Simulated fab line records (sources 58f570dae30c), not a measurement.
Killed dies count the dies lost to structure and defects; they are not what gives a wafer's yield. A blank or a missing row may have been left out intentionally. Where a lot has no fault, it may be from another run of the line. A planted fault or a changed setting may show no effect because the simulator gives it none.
Which tool was responsible? || flow berkeley_cmos170 || 14 lots, 42 wafers sampled, at 3 steps of a route of 331

== WHAT THE GAUGES READ, wafer by wafer ==
UCB170_NLDD_CD_MEAS_06: the cd target is 1200 nm. Usual: cd_nm at 1199.8 nm, with a standard deviation of 1.2.
{"lot": "L294", "measured": "day 7 10:19", "on": "cd_sem-02", "cd_nm (nm)": "1200.4 1198.7 1199.7", "flag": ""}
{"lot": "L295", "measured": "day 7 10:58", "on": "cd_sem-01", "cd_nm (nm)": "1198.9 1199.3 1197.2", "flag": ""}
{"lot": "L306", "measured": "day 10 03:16", "on": "cd_sem-02", "cd_nm (nm)": "1199.3 1198.6 1199.9", "flag": ""}
{"lot": "L307", "measured": "day 10 03:34", "on": "cd_sem-02", "cd_nm (nm)": "1199.4 1199.7 1198.6", "flag": ""}
{"lot": "L308", "measured": "day 10 04:25", "on": "cd_sem-01", "cd_nm (nm)": "1200.8 1200.0 1199.1", "flag": ""}
{"lot": "L309", "measured": "day 10 10:32", "on": "cd_sem-02", "cd_nm (nm)": "1198.7 1198.5 1199.9", "flag": ""}
{"lot": "L312", "measured": "day 10 16:40", "on": "cd_sem-02", "cd_nm (nm)": "1199.7 1200.8 1201.3", "flag": ""}
{"lot": "L310", "measured": "day 10 16:55", "on": "cd_sem-01", "cd_nm (nm)": "1197.7 1199.4 1199.9", "flag": ""}
{"lot": "L311", "measured": "day 10 17:14", "on": "cd_sem-01", "cd_nm (nm)": "1201.1 1201.0 1200.1", "flag": ""}
{"lot": "L313", "measured": "day 11 00:49", "on": "cd_sem-02", "cd_nm (nm)": "1200.4 1201.1 1201.1", "flag": ""}
{"lot": "L314", "measured": "day 11 14:57", "on": "cd_sem-01", "cd_nm (nm)": "1200.6 1201.0 1200.7", "flag": ""}
{"lot": "L315", "measured": "day 11 15:20", "on": "cd_sem-01", "cd_nm (nm)": "1202.2 1202.8 1201.9", "flag": ""}
{"lot": "L316", "measured": "day 11 15:41", "on": "cd_sem-01", "cd_nm (nm)": "1199.7 1199.8 1200.2", "flag": ""}
{"lot": "L317", "measured": "day 11 22:59", "on": "cd_sem-01", "cd_nm (nm)": "1199.9 1201.9 1200.3", "flag": ""}

UCB170_SPACER_THK_MEAS_01. Usual: for SPACER_TEOS_THK the level is 378 nm and the standard deviation is 5.1.
{"lot": "L294", "measured": "day 7 11:25", "on": "film_metro-02", "SPACER_TEOS_THK (nm)": "377 382 379", "flag": ""}
{"lot": "L295", "measured": "day 7 11:50", "on": "film_metro-01", "SPACER_TEOS_THK (nm)": "373 372 375", "flag": ""}
{"lot": "L306", "measured": "day 10 04:07", "on": "film_metro-01", "SPACER_TEOS_THK (nm)": "373 375 376", "flag": ""}
{"lot": "L307", "measured": "day 10 04:23", "on": "film_metro-01", "SPACER_TEOS_THK (nm)": "373 380 378", "flag": ""}
{"lot": "L308", "measured": "day 10 07:49", "on": "film_metro-02", "SPACER_TEOS_THK (nm)": "373 380 374", "flag": ""}
{"lot": "L309", "measured": "day 10 11:21", "on": "film_metro-04", "SPACER_TEOS_THK (nm)": "388 390 387", "flag": ""}
{"lot": "L312", "measured": "day 10 17:28", "on": "film_metro-01", "SPACER_TEOS_THK (nm)": "385 378 385", "flag": ""}
{"lot": "L310", "measured": "day 10 17:43", "on": "film_metro-02", "SPACER_TEOS_THK (nm)": "373 381 391", "flag": ""}
{"lot": "L311", "measured": "day 10 18:03", "on": "film_metro-01", "SPACER_TEOS_THK (nm)": "375 384 381", "flag": ""}
{"lot": "L313", "measured": "day 11 01:40", "on": "film_metro-04", "SPACER_TEOS_THK (nm)": "374 375 382", "flag": ""}
{"lot": "L314", "measured": "day 11 15:49", "on": "film_metro-04", "SPACER_TEOS_THK (nm)": "374 377 382", "flag": ""}
{"lot": "L315", "measured": "day 11 16:11", "on": "film_metro-01", "SPACER_TEOS_THK (nm)": "373 380 380", "flag": ""}
{"lot": "L316", "measured": "day 11 16:32", "on": "film_metro-01", "SPACER_TEOS_THK (nm)": "377 386 387", "flag": ""}
{"lot": "L317", "measured": "day 11 23:47", "on": "film_metro-04", "SPACER_TEOS_THK (nm)": "380 386 382", "flag": ""}

== WHICH TOOL RAN EACH LOT (tool, then ch and the chambers of the sampled wafers, then the start) ==
{"lot": "L294", "UCB170_GATE_ETCH_14": "rie_diel-04 ch 0,2, day 7 06:34"}
{"lot": "L295", "UCB170_GATE_ETCH_14": "rie_diel-02 ch 0,2,3, day 7 07:02"}
{"lot": "L306", "UCB170_GATE_ETCH_14": "rie_diel-02 ch 0,1,3, day 9 23:32"}
{"lot": "L307", "UCB170_GATE_ETCH_14": "rie_diel-01 ch 0,3, day 9 23:39"}
{"lot": "L308", "UCB170_GATE_ETCH_14": "rie_diel-04 ch 1,2,3, day 10 00:15"}
{"lot": "L309", "UCB170_GATE_ETCH_14": "rie_diel-02 ch 0,3, day 10 06:19"}
{"lot": "L312", "UCB170_GATE_ETCH_14": "rie_diel-02 ch 0,2,3, day 10 13:04"}
{"lot": "L310", "UCB170_GATE_ETCH_14": "rie_diel-01 ch 0,1, day 10 13:18"}
{"lot": "L311", "UCB170_GATE_ETCH_14": "rie_diel-02 ch 0,2,3, day 10 13:34"}
{"lot": "L313", "UCB170_GATE_ETCH_14": "rie_diel-04 ch 0,2,3, day 10 21:25"}
{"lot": "L314", "UCB170_GATE_ETCH_14": "rie_diel-04 ch 0,1,2, day 11 11:25"}
{"lot": "L315", "UCB170_GATE_ETCH_14": "rie_diel-01 ch 0,2,3, day 11 11:33"}
{"lot": "L316", "UCB170_GATE_ETCH_14": "rie_diel-04 ch 0,1, day 11 11:40"}
{"lot": "L317", "UCB170_GATE_ETCH_14": "rie_diel-01 ch 0,1, day 11 18:39"}
- UCB170_GATE_ETCH_14: etches BARC in N2/H2.

== WHAT THE TOOLS THEMSELVES READ (means of the sampled wafers that have a number; where no wafer has one, the mark that the record gives instead) ==
UCB170_GATE_ETCH_14. Usual: drypump_motor_current_A 5.7 A, standard deviation 0.37; oes_product_au 1.000 a.u., standard deviation 0.018; throttle_valve_pct 13.28 %, standard deviation 0.16.
{"lot": "L294", "tool": "rie_diel-04", "drypump_motor_current_A (A)": 5.9, "oes_product_au (a.u.)": 1.008, "throttle_valve_pct (%)": 13.01, "flag": ""}
{"lot": "L295", "tool": "rie_diel-02", "drypump_motor_current_A (A)": 6.0, "oes_product_au (a.u.)": 0.983, "throttle_valve_pct (%)": 13.38, "flag": ""}
{"lot": "L306", "tool": "rie_diel-02", "drypump_motor_current_A (A)": 5.8, "oes_product_au (a.u.)": 0.986, "throttle_valve_pct (%)": 13.31, "flag": ""}
{"lot": "L307", "tool": "rie_diel-01", "drypump_motor_current_A (A)": 5.4, "oes_product_au (a.u.)": 1.018, "throttle_valve_pct (%)": 13.19, "flag": ""}
{"lot": "L308", "tool": "rie_diel-04", "drypump_motor_current_A (A)": 5.8, "oes_product_au (a.u.)": 0.995, "throttle_valve_pct (%)": 13.24, "flag": ""}
{"lot": "L309", "tool": "rie_diel-02", "drypump_motor_current_A (A)": 6.1, "oes_product_au (a.u.)": 0.987, "throttle_valve_pct (%)": 13.30, "flag": ""}
{"lot": "L312", "tool": "rie_diel-02", "drypump_motor_current_A (A)": 6.0, "oes_product_au (a.u.)": 0.989, "throttle_valve_pct (%)": 13.39, "flag": ""}
{"lot": "L310", "tool": "rie_diel-01", "drypump_motor_current_A (A)": 5.5, "oes_product_au (a.u.)": 0.995, "throttle_valve_pct (%)": 13.19, "flag": ""}
{"lot": "L311", "tool": "rie_diel-02", "drypump_motor_current_A (A)": 6.0, "oes_product_au (a.u.)": 0.986, "throttle_valve_pct (%)": 13.37, "flag": ""}
{"lot": "L313", "tool": "rie_diel-04", "drypump_motor_current_A (A)": 5.6, "oes_product_au (a.u.)": 0.992, "throttle_valve_pct (%)": 13.21, "flag": ""}
{"lot": "L314", "tool": "rie_diel-04", "drypump_motor_current_A (A)": 5.6, "oes_product_au (a.u.)": 1.003, "throttle_valve_pct (%)": 13.16, "flag": ""}
{"lot": "L315", "tool": "rie_diel-01", "drypump_motor_current_A (A)": 5.6, "oes_product_au (a.u.)": 1.011, "throttle_valve_pct (%)": 13.18, "flag": ""}
{"lot": "L316", "tool": "rie_diel-04", "drypump_motor_current_A (A)": 5.2, "oes_product_au (a.u.)": 1.005, "throttle_valve_pct (%)": 13.26, "flag": ""}
{"lot": "L317", "tool": "rie_diel-01", "drypump_motor_current_A (A)": 5.5, "oes_product_au (a.u.)": 0.989, "throttle_valve_pct (%)": 13.18, "flag": ""}

== THE ANSWER, worked out from the rows above alone ==
Rule: a lot counts as off when the mean over its wafers that have a number is more than 3 standard deviations away from the usual mean. Also off: a lot with no number at a reading for which 4 or more lots have one. All remaining lots with rows at the step are treated as sound. Order of review: gauges by route order, followed by the tools' own readings, for which a lot's mean as printed above is used. The first step at which some lot is off is used, and at that step the reading that is off furthest; a lot without a number counts as furthest.
Nothing can be told from this: no lot is off at any reading shown.

== WHAT THE SIMULATOR HAD PUT IN ==
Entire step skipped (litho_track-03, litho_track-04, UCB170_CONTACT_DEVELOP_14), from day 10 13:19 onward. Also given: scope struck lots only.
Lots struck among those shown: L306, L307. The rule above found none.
